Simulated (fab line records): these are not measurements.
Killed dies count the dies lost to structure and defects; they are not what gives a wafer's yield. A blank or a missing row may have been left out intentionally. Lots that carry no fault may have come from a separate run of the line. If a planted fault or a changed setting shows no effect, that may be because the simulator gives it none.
Which of the tools did it? | flow berkeley_cmos170 | Sampling: 13 lots, 39 wafers, 6 of 331 route steps

WHAT EACH GAUGE READ, for each wafer
UCB170_NLDD_TW_MEAS_11. Usual: NLDD_TW gives 2209 (standard deviation 20).
lot  | measured     | on            | NLDD_TW        | flag
L149 | day 7 12:56  | film_metro-04 | 2225 2231 2238 |
L150 | day 7 13:13  | film_metro-04 | 2233 2233 2230 |
L147 | day 7 13:38  | film_metro-04 | 2234 2234 2220 |
L152 | day 8 01:16  | film_metro-04 | 2211 2214 2202 |
L151 | day 8 01:59  | film_metro-02 | 2193 2182 2189 |
L153 | day 8 17:29  | film_metro-04 | 2218 2206 2207 |
L154 | day 8 18:28  | film_metro-02 | 2197 2192 2189 |
L158 | day 9 10:59  | film_metro-04 | 2218 2220 2226 |
L157 | day 9 12:41  | film_metro-01 | 2231 2233 2224 |
L160 | day 10 03:07 | film_metro-01 | 2212 2224 2205 |
L161 | day 10 03:13 | film_metro-01 | 2224 2216 2215 |
L167 | day 11 06:43 | film_metro-04 | 2202 2210 2208 |
L169 | day 11 19:28 | film_metro-02 | 2181 2161 2165 |

UCB170_NSD_CD_MEAS_06: target cd 1200 nm. Usual: cd_nm at 1199.8 nm, with a standard deviation of 1.4.
lot  | measured     | on        | cd_nm (nm)           | flag
L149 | day 8 08:35  | cd_sem-02 | 1198.3 1199.9 1200.2 |
L150 | day 8 08:07  | cd_sem-01 | 1201.5 1202.2 1201.8 |
L147 | day 8 07:53  | cd_sem-02 | 1200.4 1201.0 1199.9 |
L152 | day 8 12:39  | cd_sem-02 | 1200.9 1202.6 1201.1 |
L151 | day 8 12:56  | cd_sem-02 | 1200.4 1198.7 1198.5 |
L153 | day 9 06:07  | cd_sem-02 | 1197.8 1197.2 1198.6 |
L154 | day 9 07:20  | cd_sem-01 | 1201.4 1200.1 1200.7 |
L158 | day 9 21:00  | cd_sem-01 | 1201.6 1202.0 1201.7 |
L157 | day 10 02:12 | cd_sem-02 | 1199.3 1199.6 1199.2 |
L160 | day 10 13:49 | cd_sem-02 | 1197.1 1198.7 1197.2 |
L161 | day 10 13:29 | cd_sem-02 | 1201.6 1201.2 1201.9 |
L167 | day 11 16:00 | cd_sem-02 | 1197.8 1198.1 1199.6 |
L169 | day 12 03:23 | cd_sem-01 | 1199.8 1199.5 1199.6 |

UCB170_M2_RS_MEAS_02: uses a four-point probe to measure. Usual: M2_AL_RS gives 0.0322 ohm/sq (standard deviation 0.00039).
lot  | measured     | on            | M2_AL_RS (ohm/sq)    | flag
L149 | day 9 01:43  | film_metro-03 | 0.0322 0.0324 0.0325 |
L150 | day 9 01:37  | film_metro-02 | 0.0329 0.0328 0.0329 |
L147 | day 9 02:27  | film_metro-04 | 0.0331 0.0327 0.0330 |
L152 | day 9 03:09  | film_metro-03 | 0.0323 0.0326 0.0320 |
L151 | day 9 05:16  | film_metro-03 | 0.0324 0.0322 0.0323 |
L153 | day 10 02:07 | film_metro-04 | 0.0324 0.0322 0.0324 |
L154 | day 10 01:49 | film_metro-02 | 0.0318 0.0318 0.0318 |
L158 | day 10 12:31 | film_metro-04 | 0.0319 0.0322 0.0320 |
L157 | day 10 22:03 | film_metro-02 | 0.0328 0.0329 0.0329 |
L160 | day 11 06:22 | film_metro-02 | 0.0318 0.0317 0.0319 |
L161 | day 11 07:14 | film_metro-03 | 0.0317 0.0321 0.0238 | OFF
L167 | day 12 09:24 | film_metro-02 | 0.0318 0.0314 0.0314 |
L169 | day 12 18:52 | film_metro-02 | 0.0321 0.0320 0.0318 |

UCB170_M2_THK_MEAS_03: measures by xrf. Usual: M2_AL_THK gives 919 nm (standard deviation 12).
lot  | measured     | on            | M2_AL_THK (nm) | flag
L149 | day 9 01:49  | film_metro-03 | 917 912 910    |
L150 | day 9 01:43  | film_metro-02 | 887 889 896    |
L147 | day 9 02:33  | film_metro-04 | 905 913 907    |
L152 | day 9 03:16  | film_metro-03 | 909 904 922    |
L151 | day 9 05:23  | film_metro-03 | 907 915 918    |
L153 | day 10 02:13 | film_metro-04 | 914 917 920    |
L154 | day 10 01:55 | film_metro-02 | 923 931 929    |
L158 | day 10 12:37 | film_metro-04 | 937 930 931    |
L157 | day 10 22:10 | film_metro-02 | 900 896 890    |
L160 | day 11 06:28 | film_metro-02 | 925 929 931    |
L161 | day 11 07:21 | film_metro-03 | 935 923 1238   | OFF
L167 | day 12 09:31 | film_metro-02 | 928 936 935    |
L169 | day 12 18:59 | film_metro-02 | 921 921 925    |

TOOL THAT RAN EACH LOT (tool first, then ch and the chambers of the sampled wafers, then the start)
lot  | UCB170_SILICIDE_RTA_04           | UCB170_M2_SPUTTER_01
L149 | rtp_anneal-01 ch 0, day 8 11:53  | pvd_sputter-02, day 9 01:36
L150 | rtp_anneal-01 ch 0, day 8 11:36  | pvd_sputter-01, day 9 01:29
L147 | rtp_anneal-01 ch 0, day 8 10:38  | pvd_sputter-01, day 9 02:20
L152 | rtp_anneal-01 ch 0, day 8 15:01  | pvd_sputter-02, day 9 03:04
L151 | rtp_anneal-01 ch 0, day 8 15:22  | pvd_sputter-04, day 9 05:11
L153 | rtp_anneal-01 ch 0, day 9 09:48  | pvd_sputter-02, day 10 02:00
L154 | rtp_anneal-01 ch 0, day 9 10:38  | pvd_sputter-04, day 10 01:43
L158 | rtp_anneal-01 ch 0, day 9 23:14  | pvd_sputter-02, day 10 12:23
L157 | rtp_anneal-02 ch 0, day 10 04:53 | pvd_sputter-01, day 10 21:57
L160 | rtp_anneal-02 ch 0, day 10 16:35 | pvd_sputter-02, day 11 06:14
L161 | rtp_anneal-01 ch 0, day 10 16:13 | pvd_sputter-04, day 11 07:09
L167 | rtp_anneal-01 ch 0, day 11 18:29 | pvd_sputter-01, day 12 09:19
L169 | rtp_anneal-01 ch 0, day 12 05:37 | pvd_sputter-01, day 12 18:46
- UCB170_SILICIDE_RTA_04: time 15 s.
- UCB170_M2_SPUTTER_01: material Al, target thk 900 nm, time 120 s.

WHAT THE TOOLS THEMSELVES READ (means of the sampled wafers that have a number; where no wafer has one, the mark that the record gives instead)
UCB170_SILICIDE_RTA_04. Usual: lamp_power_pct 10.6 %, standard deviation 0.81; wafer_temp_C_max 654.0, standard deviation 0.86.
lot  | tool          | lamp_power_pct (%) | wafer_temp_C_max | flag
L149 | rtp_anneal-01 | 11.1               | 654.0            |
L150 | rtp_anneal-01 | 11.0               | 653.3            |
L147 | rtp_anneal-01 | 11.0               | 653.1            |
L152 | rtp_anneal-01 | 11.1               | 653.5            |
L151 | rtp_anneal-01 | 11.0               | 654.1            |
L153 | rtp_anneal-01 | 11.1               | 654.1            |
L154 | rtp_anneal-01 | 11.1               | 653.7            |
L158 | rtp_anneal-01 | 11.0               | 653.7            |
L157 | rtp_anneal-02 | 9.0                | 654.3            |
L160 | rtp_anneal-02 | 9.0                | 654.8            |
L161 | rtp_anneal-01 | 11.1               | 654.0            |
L167 | rtp_anneal-01 | 11.1               | 654.1            |
L169 | rtp_anneal-01 | 11.1               | 654.6            |

UCB170_M2_SPUTTER_01. Usual: throttle_valve_pct at 29.7 %, with a standard deviation of 0.97.
lot  | tool           | throttle_valve_pct (%) | flag
L149 | pvd_sputter-02 | 29.7                   |
L150 | pvd_sputter-01 | 30.0                   |
L147 | pvd_sputter-01 | 30.8                   |
L152 | pvd_sputter-02 | 30.0                   |
L151 | pvd_sputter-04 | 28.9                   |
L153 | pvd_sputter-02 | 30.0                   |
L154 | pvd_sputter-04 | 29.4                   |
L158 | pvd_sputter-02 | 29.7                   |
L157 | pvd_sputter-01 | 29.7                   |
L160 | pvd_sputter-02 | 29.4                   |
L161 | pvd_sputter-04 | 29.1                   |
L167 | pvd_sputter-01 | 31.5                   |
L169 | pvd_sputter-01 | 30.9                   |

THE ANSWER, worked out from the rows above alone
Rule: lot off if the mean of its wafers having a number is beyond 3 standard deviations from the usual mean. Also off: a lot with no number at a reading for which 4 or more lots have one. Where the step has rows for the other lots, those lots are counted as sound. First the gauges in route order, then the tools' own readings, where a lot's mean is used as printed above. The first step at which some lot is off is used, and at that step the reading that is off furthest; a lot without a number counts as furthest.
Off: L161, at UCB170_M2_RS_MEAS_02 (M2_AL_RS).
A tool fits if, at a process step before that reading, it ran every lot that is off, and no sound lot after the first of them. Gauges at UCB170_M2_RS_MEAS_02: tried the same way as those tools. Undecided on this evidence; 2 tools fit (pvd_sputter-04 at UCB170_M2_SPUTTER_01, film_metro-03 at UCB170_M2_RS_MEAS_02).

WHAT THE SIMULATOR PUT IN
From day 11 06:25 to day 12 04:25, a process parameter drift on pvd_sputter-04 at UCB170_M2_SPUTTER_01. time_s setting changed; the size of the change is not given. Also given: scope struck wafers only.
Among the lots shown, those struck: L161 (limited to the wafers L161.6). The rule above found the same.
